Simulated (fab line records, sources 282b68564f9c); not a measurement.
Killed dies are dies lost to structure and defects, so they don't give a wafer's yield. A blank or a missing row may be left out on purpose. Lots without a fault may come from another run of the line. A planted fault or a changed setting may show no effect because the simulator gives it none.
Which tool did it? | flow rit_cmos | 13 lots, 39 wafers sampled, at 2 steps of a route of 202

WHAT THE GAUGES READ, wafer by wafer
The record holds no reading of a measuring or inspecting step that can be judged against a usual standard deviation.

WHICH TOOL RAN EACH LOT (tool, then ch and the chambers of the sampled wafers, then the start)
lot  | RIT_PLDD_STRIP_09                   | RIT_M1_PROBE_99
L176 | plasma_asher-04 ch 0,1, day 3 01:53 | -
L179 | plasma_asher-04 ch 0,1, day 3 12:12 | -
L180 | plasma_asher-04 ch 0,1, day 4 00:01 | -
L181 | plasma_asher-02 ch 0,1, day 4 02:35 | -
L182 | plasma_asher-02 ch 0,1, day 4 06:53 | -
L184 | plasma_asher-02 ch 1, day 4 16:48   | prober-02, day 5 06:19
L185 | plasma_asher-02 ch 0,1, day 5 00:10 | -
L186 | plasma_asher-01 ch 0,1, day 5 03:13 | -
L187 | plasma_asher-04 ch 0,1, day 5 09:11 | -
L193 | plasma_asher-04 ch 0,1, day 6 10:27 | prober-01, day 7 00:44
L197 | plasma_asher-01 ch 0,1, day 7 07:44 | -
L198 | plasma_asher-01 ch 0,1, day 7 14:26 | -
L199 | plasma_asher-02 ch 0,1, day 7 19:39 | -
- RIT_PLDD_STRIP_09: strips in O2, time 180 s.
- RIT_M1_PROBE_99

WHAT THE TOOLS THEMSELVES READ (means of the sampled wafers that have a number; where no wafer has one, the mark that the record gives instead)
RIT_PLDD_STRIP_09.
lot  | tool            | drypump_motor_current_A (A) | run_length_s (s)
L176 | plasma_asher-04 | 5.7                         | 208.3
L179 | plasma_asher-04 | 5.9                         | 208.4
L180 | plasma_asher-04 | 5.9                         | 208.6
L181 | plasma_asher-02 | 5.8                         | 208.0
L182 | plasma_asher-02 | 5.4                         | 208.1
L184 | plasma_asher-02 | 6.1                         | 208.0
L185 | plasma_asher-02 | 5.7                         | 208.0
L186 | plasma_asher-01 | 5.4                         | 208.0
L187 | plasma_asher-04 | 5.7                         | 207.9
L193 | plasma_asher-04 | 5.8                         | 72.2
L197 | plasma_asher-01 | 5.4                         | 207.9
L198 | plasma_asher-01 | 5.4                         | 207.8
L199 | plasma_asher-02 | 5.7                         | 208.2

RIT_M1_PROBE_99.
lot  | tool      | killed_at_M0_to_M3 | killed_at_contacts | killed_at_front_end | killed_dies | killed_on_rim | killed_open | killed_short
L184 | prober-02 | 0.0                | 0.0                | 9                   | 9           | 3.3           | 4.0         | 4.7
L193 | prober-01 | 0.0                | 0.0                | 264                 | 264         | 70.0          | 3.3         | 4.0

THE ANSWER, worked out from the rows above alone
Rule: what is usual is taken from the lots themselves. Put in order of their means at a reading, lots are off if they are a third of the lots or fewer, leave a main group of 4 or more, and stand apart from it by a gap of 3 or more times the standard deviation of the main group's means; of several such gaps the widest counts. A main group whose means are all the same, to the digits that the tables above print for the reading, isn't used. A lot without any number at a reading at which 4 lots or more have one is off too. The other lots that the step has rows for count as sound. The gauges are gone through in route order, then the tools' own readings, and for those a lot's mean is taken as printed above. The first step at which some lot is off is used, and at that step the reading that is off furthest; a lot without a number counts as furthest.
Off: L193, at RIT_PLDD_STRIP_09 (run_length_s). The main group: mean 208.1 s, standard deviation 0.22.
A tool fits if, at that step or a process step before it, it ran every lot that is off, and no sound lot after the first of them. One fits: plasma_asher-04 at RIT_PLDD_STRIP_09. Its last sound lot is L187 (day 5 09:11), its first lot that is off L193 (day 6 10:27): a fault that began between those two fits.
The tool's own readings at RIT_PLDD_STRIP_09 bear it out: on the lots that are off they differ by more than 5 times the standard deviation of the sound lots' means. run_length_s reads 72.2 s there against 208.1 s on the sound lots.

WHAT THE SIMULATOR HAD PUT IN
Strip aborted: plasma_asher-04, from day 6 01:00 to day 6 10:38, at RIT_PLDD_STRIP_09. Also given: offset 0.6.
Lots struck among those shown: L193. The rule above found the same.
